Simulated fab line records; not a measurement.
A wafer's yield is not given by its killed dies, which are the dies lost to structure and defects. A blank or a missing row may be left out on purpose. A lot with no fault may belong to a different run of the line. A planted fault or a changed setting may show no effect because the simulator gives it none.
The tool behind it: which one? | flow berkeley-cmos170 | 42 wafers from 14 lots sampled at 5 of the route's 331 steps

== WHAT EACH GAUGE READ, for each wafer ==
UCB170_SACOX_THK_MEAS_02. Usual: SACOX_OXIDE_THK typically reads 14.28 nm, with standard deviation 0.25.
lot  | measured    | on            | SACOX_OXIDE_THK (nm) | flag
L901 | day 4 23:37 | film-metro-04 | 14.05 14.02 14.25    |
L902 | day 5 13:35 | film-metro-02 | 14.62 14.35 14.47    |
L903 | day 5 13:36 | film-metro-03 | 14.41 14.47 14.25    |
L908 | day 6 11:37 | film-metro-04 | 14.16 14.41 14.54    |
L904 | day 6 11:37 | film-metro-02 | 14.47 14.70 14.35    |
L909 | day 6 11:40 | film-metro-04 | 14.02 14.13 14.43    |
L911 | day 6 21:20 | film-metro-03 | 14.38 14.26 14.32    |
L913 | day 7 05:11 | film-metro-03 | 14.16 14.58 14.51    |
L914 | day 7 15:50 | film-metro-03 | 13.95 14.30 13.99    |
L915 | day 8 06:21 | film-metro-04 | 14.70 14.75 14.50    |
L917 | day 8 06:24 | film-metro-04 | 14.00 14.12 14.09    |
L921 | day 9 07:08 | film-metro-04 | 14.58 14.48 14.26    |
L922 | day 9 13:10 | film-metro-04 | 13.87 13.93 13.94    |
L923 | day 9 16:05 | film-metro-04 | 13.89 13.82 14.14    |

UCB170_M3_BOW_MEAS_20. Usual: M3_BOW typically reads 37 um, with standard deviation 6.1.
lot  | measured     | on            | M3_BOW (um) | flag
L901 | day 8 00:48  | film-metro-03 | 35 28 46    |
L902 | day 8 08:15  | film-metro-03 | 35 39 44    |
L903 | day 8 09:50  | film-metro-03 | 38 49 29    |
L908 | day 9 01:58  | film-metro-03 | 36 38 27    |
L904 | day 9 05:02  | film-metro-03 | 36 40 45    |
L909 | day 9 04:39  | film-metro-01 | 41 43 42    |
L911 | day 9 11:15  | film-metro-03 | 42 48 39    |
L913 | day 9 18:08  | film-metro-02 | 35 19 32    |
L914 | day 10 09:32 | film-metro-03 | 39 23 45    |
L915 | day 10 19:26 | film-metro-02 | 41 41 39    |
L917 | day 10 20:05 | film-metro-01 | 40 47 42    |
L921 | day 11 22:07 | film-metro-03 | 39 31 47    |
L922 | day 11 21:45 | film-metro-01 | 36 31 52    |
L923 | day 12 02:26 | film-metro-02 | 35 28 41    |

== TOOL THAT RAN EACH LOT (tool first, then ch and the chambers of the sampled wafers, then the start) ==
lot  | UCB170_M2_STRIP_07                   | UCB170_M3_METAL_ETCH_18           | UCB170_M3_STRIP_19
L901 | plasma-asher-03 ch 0,1, day 7 13:56  | rie-metal-03 ch 0,1, day 8 00:25  | plasma-asher-01 ch 0,1, day 8 00:34
L902 | plasma-asher-04 ch 0,1, day 7 23:58  | rie-metal-03 ch 0, day 8 07:42    | plasma-asher-03 ch 0,1, day 8 08:01
L903 | plasma-asher-01 ch 0,1, day 8 01:43  | rie-metal-02 ch 0,1, day 8 09:26  | plasma-asher-03 ch 0,1, day 8 09:36
L908 | plasma-asher-01 ch 0,1, day 8 14:07  | rie-metal-02 ch 0,1, day 9 01:34  | plasma-asher-02 ch 0,1, day 9 01:45
L904 | plasma-asher-01 ch 0,1, day 8 18:57  | rie-metal-03 ch 0,1, day 9 04:08  | plasma-asher-01 ch 0,1, day 9 04:19
L909 | plasma-asher-03 ch 1, day 8 17:19    | rie-metal-04 ch 0,1, day 9 03:52  | plasma-asher-02 ch 0,1, day 9 04:02
L911 | plasma-asher-04 ch 0,1, day 9 03:37  | rie-metal-03 ch 0,1, day 9 10:49  | plasma-asher-02 ch 0,1, day 9 11:01
L913 | plasma-asher-03 ch 1, day 9 10:33    | rie-metal-03 ch 0,1, day 9 17:40  | plasma-asher-03 ch 1, day 9 17:50
L914 | plasma-asher-03 ch 0,1, day 10 02:14 | rie-metal-02 ch 0,1, day 10 09:09 | plasma-asher-02 ch 0,1, day 10 09:18
L915 | plasma-asher-04 ch 0,1, day 10 10:02 | rie-metal-02 ch 0,1, day 10 18:56 | plasma-asher-03 ch 0,1, day 10 19:06
L917 | plasma-asher-01 ch 1, day 10 09:20   | rie-metal-04 ch 0,1, day 10 19:36 | plasma-asher-01 ch 0,1, day 10 19:51
L921 | plasma-asher-04 ch 0,1, day 11 13:41 | rie-metal-04 ch 0,1, day 11 21:43 | plasma-asher-01 ch 0,1, day 11 21:53
L922 | plasma-asher-03 ch 0,1, day 11 13:29 | rie-metal-02 ch 0,1, day 11 21:22 | plasma-asher-02 ch 0,1, day 11 21:31
L923 | plasma-asher-04 ch 0,1, day 11 17:58 | rie-metal-02 ch 0,1, day 12 02:00 | plasma-asher-01 ch 0, day 12 02:11
- UCB170_M2_STRIP_07: strips in O2.
- UCB170_M3_METAL_ETCH_18: etches Al in Cl2/BCl3, stops on SiO2, target depth 1170 nm, time 195 s.
- UCB170_M3_STRIP_19: strips in O2.

== WHAT THE TOOLS THEMSELVES READ (means of the sampled wafers that have a number; where no wafer has one, the mark that the record gives instead) ==
UCB170_M2_STRIP_07. Usual: drypump-motor-current-A 5.9 A, standard deviation 0.59; oes-product-au 0.734 a.u., standard deviation 0.0044; strip-time-to-endpoint-s 21.97 s, standard deviation 0.06.
lot  | tool            | drypump-motor-current-A (A) | oes-product-au (a.u.) | strip-time-to-endpoint-s (s) | flag
L901 | plasma-asher-03 | 6.2                         | 0.736                 | 21.99                        |
L902 | plasma-asher-04 | 5.5                         | 0.734                 | 21.91                        |
L903 | plasma-asher-01 | 5.7                         | 0.735                 | 21.96                        |
L908 | plasma-asher-01 | 5.7                         | 0.729                 | 21.95                        |
L904 | plasma-asher-01 | 5.5                         | 0.739                 | 22.01                        |
L909 | plasma-asher-03 | 6.2                         | 0.735                 | 21.91                        |
L911 | plasma-asher-04 | 5.5                         | 0.734                 | 21.95                        |
L913 | plasma-asher-03 | 6.2                         | 0.733                 | 22.00                        |
L914 | plasma-asher-03 | 6.2                         | 0.732                 | 22.03                        |
L915 | plasma-asher-04 | 6.1                         | 0.734                 | 21.85                        |
L917 | plasma-asher-01 | 5.5                         | 0.729                 | 21.98                        |
L921 | plasma-asher-04 | 5.5                         | 0.734                 | 21.96                        |
L922 | plasma-asher-03 | 6.2                         | 0.732                 | 21.94                        |
L923 | plasma-asher-04 | 6.0                         | 0.732                 | 21.97                        |

UCB170_M3_METAL_ETCH_18. Usual: bias-w 120.0 W, standard deviation 0.37; drypump-motor-current-A 5.5 A, standard deviation 0.36; mfc-cl2-sccm 89.96 sccm, standard deviation 0.24; oes-product-au 0.854 a.u., standard deviation 0.018; rf-fwd-power-W 597.2 W, standard deviation 1.9; throttle-valve-pct 24.6 %, standard deviation 0.31.
lot  | tool         | bias-w (W) | drypump-motor-current-A (A) | mfc-cl2-sccm (sccm) | oes-product-au (a.u.) | rf-fwd-power-W (W) | throttle-valve-pct (%) | flag
L901 | rie-metal-03 | 120.2      | 5.8                         | 89.84               | 0.855                 | 598.4              | 24.8                   |
L902 | rie-metal-03 | 119.8      | 5.3                         | 89.78               | 0.824                 | 594.4              | 24.4                   |
L903 | rie-metal-02 | 120.0      | 5.5                         | 90.02               | 0.860                 | 594.7              | 24.4                   |
L908 | rie-metal-02 | 119.9      | 5.5                         | 90.22               | 0.865                 | 598.2              | 24.5                   |
L904 | rie-metal-03 | 120.2      | 5.5                         | 90.08               | 0.837                 | 597.6              | 24.6                   |
L909 | rie-metal-04 | 120.0      | 5.2                         | 89.70               | 0.875                 | 594.9              | 24.5                   |
L911 | rie-metal-03 | 130.0      | 5.8                         | 90.01               | 0.852                 | 595.4              | 24.9                   | OFF
L913 | rie-metal-03 | 129.5      | 5.8                         | 90.05               | 0.851                 | 598.1              | 24.9                   | OFF
L914 | rie-metal-02 | 120.4      | 5.5                         | 89.79               | 0.864                 | 596.7              | 24.4                   |
L915 | rie-metal-02 | 120.0      | 5.5                         | 89.70               | 0.859                 | 597.5              | 24.4                   |
L917 | rie-metal-04 | 120.2      | 5.1                         | 90.16               | 0.870                 | 599.1              | 24.3                   |
L921 | rie-metal-04 | 120.1      | 5.1                         | 90.05               | 0.863                 | 597.4              | 24.3                   |
L922 | rie-metal-02 | 120.2      | 5.7                         | 89.83               | 0.844                 | 597.1              | 24.7                   |
L923 | rie-metal-02 | 120.5      | 5.7                         | 90.02               | 0.857                 | 597.5              | 24.7                   |

UCB170_M3_STRIP_19. Usual: drypump-motor-current-A 5.8 A, standard deviation 0.32; oes-product-au 0.536 a.u., standard deviation 0.016.
lot  | tool            | drypump-motor-current-A (A) | oes-product-au (a.u.) | flag
L901 | plasma-asher-01 | 5.7                         | 0.544                 |
L902 | plasma-asher-03 | 6.3                         | 0.528                 |
L903 | plasma-asher-03 | 6.2                         | 0.551                 |
L908 | plasma-asher-02 | 5.6                         | 0.544                 |
L904 | plasma-asher-01 | 5.7                         | 0.535                 |
L909 | plasma-asher-02 | 5.6                         | 0.521                 |
L911 | plasma-asher-02 | 5.6                         | 0.519                 |
L913 | plasma-asher-03 | 6.2                         | 0.526                 |
L914 | plasma-asher-02 | 5.6                         | 0.549                 |
L915 | plasma-asher-03 | 6.2                         | 0.537                 |
L917 | plasma-asher-01 | 5.7                         | 0.521                 |
L921 | plasma-asher-01 | 5.7                         | 0.524                 |
L922 | plasma-asher-02 | 5.6                         | 0.542                 |
L923 | plasma-asher-01 | 5.8                         | 0.544                 |

== THE ANSWER, worked out from the rows above alone ==
Rule: lot off if the mean of its wafers having a number is beyond 3 standard deviations from the usual mean. A lot without any number at a reading at which 4 lots or more have one is off too. All remaining lots with rows at the step are treated as sound. Order of review: gauges by route order, followed by the tools' own readings, for which a lot's mean as printed above is used. The first step at which some lot is off is used, and at that step the reading that is off furthest; a lot without a number counts as furthest.
Off at UCB170_M3_METAL_ETCH_18 (bias-w): L911, L913.
If a tool, at that step or one of the process steps before it, ran each lot that is off and ran no sound lot following the first of them, it fits. One fits: UCB170_M3_METAL_ETCH_18 on rie-metal-03. Its last sound lot is L904 (day 9 04:08), its first lot that is off L911 (day 9 10:49): a fault that began between those two fits.
The tool's own readings at UCB170_M3_METAL_ETCH_18 bear it out: on the lots that are off they differ by more than 5 times the standard deviation of the sound lots' means. bias-w reads 129.8 W there against 120.1 W on the sound lots.

== WHAT WAS PUT IN BY THE SIMULATOR ==
rie-metal-03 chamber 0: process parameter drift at UCB170_M3_METAL_ETCH_18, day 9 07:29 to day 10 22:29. Setting bias-w, moved by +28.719, from 120. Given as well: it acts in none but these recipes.
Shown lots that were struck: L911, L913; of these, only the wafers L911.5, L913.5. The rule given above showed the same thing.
